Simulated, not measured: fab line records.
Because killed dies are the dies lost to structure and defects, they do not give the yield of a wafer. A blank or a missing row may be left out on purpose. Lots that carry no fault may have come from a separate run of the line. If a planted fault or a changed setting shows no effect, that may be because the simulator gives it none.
Chamber matching -- flow berkeleyCmos170 -- UCB170_PWELL_ETCH_14 on rieDiel-04 has 4 sister chambers
The step etches Si3N4 in CH3F/Ar/O2, stops on SiO2, target depth 242 nm, time 151 s. 16 wafers are shown with their chamber, then 8 later ones without.

== WAFERS PAIRED WITH THEIR CHAMBERS ==
wafer,chamber,throttleValvePct (%),oesProductAu (a.u.),rfFwdPowerW (W)
L907.1,3,7.87,0.946,449.2
L907.4,0,8.28,0.921,448.4
L907.5,3,7.85,0.941,448.7
L909.2,2,7.97,0.906,449.5
L909.4,1,7.87,0.906,447.6
L909.6,2,7.97,0.909,449.6
L913.2,1,7.88,0.910,451.1
L913.3,2,7.97,0.914,448.7
L913.5,3,7.87,0.948,449.1
L915.2,1,7.88,0.910,445.4
L915.3,2,7.97,0.919,447.9
L915.5,2,7.98,0.912,451.9
L918.1,3,7.86,0.963,447.6
L918.3,2,7.98,0.922,449.7
L918.4,1,7.88,0.923,445.5
L923.1,0,8.28,0.927,450.4

SIGNATURES (averages over the wafers above)
reading,chamber 0,chamber 1,chamber 2,chamber 3,scatter within a chamber
throttleValvePct,8.2800,7.8775,7.9733,7.8625,0.00635
oesProductAu,0.92400,0.91225,0.91367,0.94950,0.00726
rfFwdPowerW,449.400,447.400,449.550,448.650,1.68
Rule: for a wafer and a chamber, the distance is found by dividing, reading by reading, the gap between the wafer's reading and the chamber's mean by the reading's scatter, squaring, summing and taking the root. If the next closest chamber is less than 2 further off than the closest, the wafer can't be placed; otherwise it belongs to the closest. How the scatter is found: for the shown wafers, subtract from each reading the mean of its chamber, square and add these, divide the total by (wafers less chambers), then take the root.

== WAFERS MISSING THEIR CHAMBER ==
wafer,throttleValvePct (%),oesProductAu (a.u.),rfFwdPowerW (W)
L923.4,7.96,0.913,449.3
L923.5,7.88,0.907,448.0
L926.1,7.98,0.903,448.6
L926.5,7.85,0.902,446.6
L926.6,7.98,0.894,447.2
L929.2,7.99,0.906,447.4
L929.4,7.98,0.905,446.6
L929.6,8.29,0.925,449.8

== EACH ONE'S CHAMBER ==
wafer,from the rows above,in truth
L923.4,2,2
L923.5,1,1
L926.1,2,2
L926.5,1,1
L926.6,2,2
L929.2,2,2
L929.4,2,2
L929.6,0,0
Correct placement for 8 of the 8. Can't be placed from these rows: 0. 0 placed wrongly.
